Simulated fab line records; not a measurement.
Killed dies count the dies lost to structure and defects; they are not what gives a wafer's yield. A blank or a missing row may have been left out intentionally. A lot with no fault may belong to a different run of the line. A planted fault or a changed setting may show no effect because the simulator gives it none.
A lot that was struck, set against a sound lot + flow ritCmos + 16 out of 202 route steps
Sound: the wafers L951.2, L951.5, L951.6. Wafers struck: L949.1, L949.2, L949.6. At the end, the cause is stated.
For every step that has rows: the tool of each side, followed by ch and its chambers, followed by its first start. Under that, the readings that differ: sound wafers + struck wafers + difference of the means + sigmas: that difference in standard deviations of wafers without a fault.
alike: readings with means less than 2 such deviations apart, plus words and numbers identical on both sides. not compared: withheld readings, readings lacking a value on some wafer, bounds such as >300 that could conceal the same value, and numbers that have no deviation in the record and whose values overlap.
A row with sigmas, a row that says differs or no value, or rows on one side alone: a step with any of these is where the two part. Numbers that don't overlap but have no deviation are shown without sigmas and don't part them. A reading missing from all wafers of one side parts the sides only when that side holds two or more wafers.

RIT_SILICIDE_RTA_06: time 10 s, ramp up 5 s, ramp down 10 s.
  sound on rtpAnneal-02 ch 0, day 5 09:01; struck on rtpAnneal-02 ch 0, day 5 00:39
  alike: wafer_temp_C_max
RIT_CONTACT_CVD_00: deposits SiO2 from TEOS, target thk 400 nm, time 61 s.
  sound on pecvd-02 ch 1,2, day 5 09:04; struck on pecvd-03 ch 1,2, day 5 00:43
  alike: heaterPowerW
RIT_CONTACT_THK_MEAS_01:
  struck on filmMetro-03, day 5 00:46; sound on filmMetro-01, day 5 09:08
  alike: CONTACT_TEOS_THK
then, 6 steps without rows for these wafers: RIT_CONTACT_HMDS_02 (prime time 60 s); RIT_CONTACT_COAT_03 (resist thk 1000 nm); RIT_CONTACT_SOFTBAKE_04 (time 60 s); RIT_CONTACT_EXPOSE_05 (exposes mask M11, target cd 1000 nm); RIT_CONTACT_PEB_06; RIT_CONTACT_DEVELOP_07 (develop time 120 s).
RIT_CONTACT_CD_MEAS_08: target cd 1000 nm.
  struck on cdSem-02, day 5 01:54; sound on cdSem-02, day 5 10:10
  alike: cdNm
RIT_CONTACT_OVL_MEAS_09:
  struck on overlay-01, day 5 02:01; sound on overlay-01, day 5 10:17
  alike: CONTACT_OVL
then, 1 step without rows for these wafers: RIT_CONTACT_HARDBAKE_10 (time 60 s).
RIT_CONTACT_ETCH_11: etches SiO2 in CHF3/CF4/Ar, stops on TiSi2, target depth 480 nm, time 320 s.
  sound on rieDiel-02 ch 0,2,3, day 5 10:28; struck on rieDiel-02 ch 0,2, day 5 02:13
  no value came back on the struck wafers for any of 7 readings (CHF3_flow_sccm (sccm), O2_flow_sccm (sccm) and others); on the sound wafers CHF3_flow_sccm (sccm) reads 50.07 49.76 49.74
| reading                                     | sound           | struck            | difference | sigmas |
|---------------------------------------------|-----------------|-------------------|------------|--------|
| model.NOVOLAK_of_CONTACT_COAT_03.thkNm (nm) | 771.2 774 769.6 | 884.8 885.1 887.4 | +114.2     |        |
  not compared: rfHoursCounterH
RIT_CONTACT_STRIP_12: strips in O2, time 180 s.
  sound on plasmaAsher-04 ch 0,1, day 5 10:39; struck on plasmaAsher-04 ch 0,1, day 5 02:24
  alike: chamberPressureMTorr, drypumpMotorCurrentA, o2FlowSccm
  not compared: rfHoursCounterH
RIT_CONTACT_CD_MEAS_90: target cd 1000 nm.
  struck on cdSem-01, day 5 02:35; sound on cdSem-01, day 5 10:51
| reading   | sound             | struck | difference                    | sigmas |
|-----------|-------------------|--------|-------------------------------|--------|
| cdNm (nm) | 998.3 997.2 998.7 | - - -  | no value on the struck wafers |        |
then, 1 step without rows for these wafers: RIT_CONTACT_CLEAN_13 (cleans in SC1, time 600 s).

== WHERE THEY PART ==
Last at RIT_CONTACT_CD_MEAS_90 as far as this record goes, first at RIT_CONTACT_ETCH_11.

WHY: the cause the simulator had injected
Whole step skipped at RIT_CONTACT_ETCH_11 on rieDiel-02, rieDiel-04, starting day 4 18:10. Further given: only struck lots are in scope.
